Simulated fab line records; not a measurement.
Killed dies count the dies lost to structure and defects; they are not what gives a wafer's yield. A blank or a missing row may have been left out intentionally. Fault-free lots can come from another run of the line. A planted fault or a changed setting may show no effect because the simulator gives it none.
Matching of chambers ; flow berkeley-cmos170 ; rie-si-01 running UCB170_GATE_ETCH_15: 4 sister chambers
The step etches poly-Si in HBr/Cl2, stops on SiO2, time 56.3 s, target depth 278.2 nm. 14 wafers are shown with their chamber, then 7 later ones without.

## WAFERS, EACH WITH ITS CHAMBER
wafer;chamber;drypump-motor-current-A (A);oes-product-au (a.u.);HBr_flow_sccm (sccm)
L766.3;1;5.7;0.837;149.9
L766.4;3;5.5;0.826;149.9
L766.6;2;5.8;0.860;150.2
L767.1;0;5.8;0.848;149.7
L767.5;2;5.8;0.843;150.3
L767.6;1;5.7;0.825;149.8
L769.2;1;5.7;0.828;150.2
L769.5;3;5.4;0.832;150.6
L769.6;0;5.8;0.852;149.3
L778.3;1;5.7;0.833;150.3
L778.4;2;5.9;0.847;150.6
L778.6;0;5.8;0.853;149.1
L783.3;2;5.8;0.851;150.5
L783.4;0;5.8;0.860;149.9

SIGNATURES (means of the wafers above)
reading;chamber 0;chamber 1;chamber 2;chamber 3;scatter within a chamber
drypump-motor-current-A;5.800;5.700;5.825;5.450;0.0354
oes-product-au;0.85325;0.83075;0.85025;0.82900;0.0058
HBr_flow_sccm;149.500;150.050;150.400;150.250;0.302
Rule: for a wafer and a chamber, the distance is found by dividing, reading by reading, the gap between the wafer's reading and the chamber's mean by the reading's scatter, squaring, summing and taking the root. The wafer belongs to the nearest chamber; if the next one is less than 2 further off, it can't be placed. The scatter: take each reading less its chamber's mean, square it, sum over the shown wafers, divide by the number of wafers less the number of chambers, and take the root.

## WAFERS WITH NO CHAMBER GIVEN
wafer;drypump-motor-current-A (A);oes-product-au (a.u.);HBr_flow_sccm (sccm)
L783.5;5.8;0.855;150.2
L787.3;5.8;0.853;149.4
L787.4;5.4;0.842;150.2
L787.5;5.7;0.830;149.7
L789.1;5.8;0.858;149.8
L789.2;5.7;0.830;150.2
L789.4;5.8;0.858;150.2

## CHAMBER TAKEN BY EACH
wafer;from the rows above;in truth
L783.5;can't be placed: 2 or 0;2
L787.3;0;0
L787.4;3;3
L787.5;1;1
L789.1;can't be placed: 0 or 2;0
L789.2;1;1
L789.4;can't be placed: 2 or 0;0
Correct placement for 4 of the 7. Not placeable from these rows: 3 (in 3, the candidates include the true chamber). 0 placed wrongly.
